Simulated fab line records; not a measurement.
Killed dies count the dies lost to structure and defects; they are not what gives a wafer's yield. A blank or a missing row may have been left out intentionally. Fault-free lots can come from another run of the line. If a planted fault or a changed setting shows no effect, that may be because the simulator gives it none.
Which tool was responsible? / flow berkeley-cmos170 / 18 wafers from 6 lots sampled at 2 of the route's 331 steps

WHAT THE GAUGES READ, wafer by wafer
UCB170_SDANNEAL_RS_MEAS_05: a four-point-probe measurement.
lot=L196; measured=day 8 14:53; on=film-metro-02; NLDD_RS (ohm/sq)=616.5 617.5 618.1
lot=L198; measured=day 8 15:16; on=film-metro-04; NLDD_RS (ohm/sq)=614.4 616.2 614.6
lot=L207; measured=day 11 00:42; on=film-metro-04; NLDD_RS (ohm/sq)=614.0 615.8 616.8
lot=L209; measured=day 11 06:41; on=film-metro-02; NLDD_RS (ohm/sq)=612.8 613.4 612.7
lot=L211; measured=day 11 06:32; on=film-metro-04; NLDD_RS (ohm/sq)=617.4 616.1 617.5
lot=L217; measured=day 12 10:07; on=film-metro-03; NLDD_RS (ohm/sq)=616.0 616.4 617.5

TOOL THAT RAN EACH LOT (tool first, then ch and the chambers of the sampled wafers, then the start)
lot=L196; UCB170_GATE_CVD_04=lpcvd-01 ch 0, day 7 17:34
lot=L198; UCB170_GATE_CVD_04=lpcvd-01 ch 0, day 7 17:34
lot=L207; UCB170_GATE_CVD_04=lpcvd-02 ch 1, day 10 00:43
lot=L209; UCB170_GATE_CVD_04=lpcvd-02 ch 0, day 10 13:37
lot=L211; UCB170_GATE_CVD_04=lpcvd-02 ch 0, day 10 13:37
lot=L217; UCB170_GATE_CVD_04=lpcvd-02 ch 1, day 11 10:43
- UCB170_GATE_CVD_04: deposits poly-Si from SiH4, time 1440 s, target thk 214 nm.

THE ANSWER, worked out from the rows above alone
Rule: usual is defined by the lots themselves. The widest of any qualifying gaps counts: lots, ordered by their means at a reading, are off when they make up no more than a third of the lots, leave a main group of 4 or more, and stand apart from it by 3 or more times the standard deviation of that group's means. The tables above print the reading to a certain number of digits; a main group whose means all agree to those digits is not used. A lot without any number at a reading at which 4 lots or more have one is off too. The other lots that the step has rows for count as sound.
None of the lots is off at any reading shown; this tells nothing.

WHAT THE SIMULATOR PUT IN
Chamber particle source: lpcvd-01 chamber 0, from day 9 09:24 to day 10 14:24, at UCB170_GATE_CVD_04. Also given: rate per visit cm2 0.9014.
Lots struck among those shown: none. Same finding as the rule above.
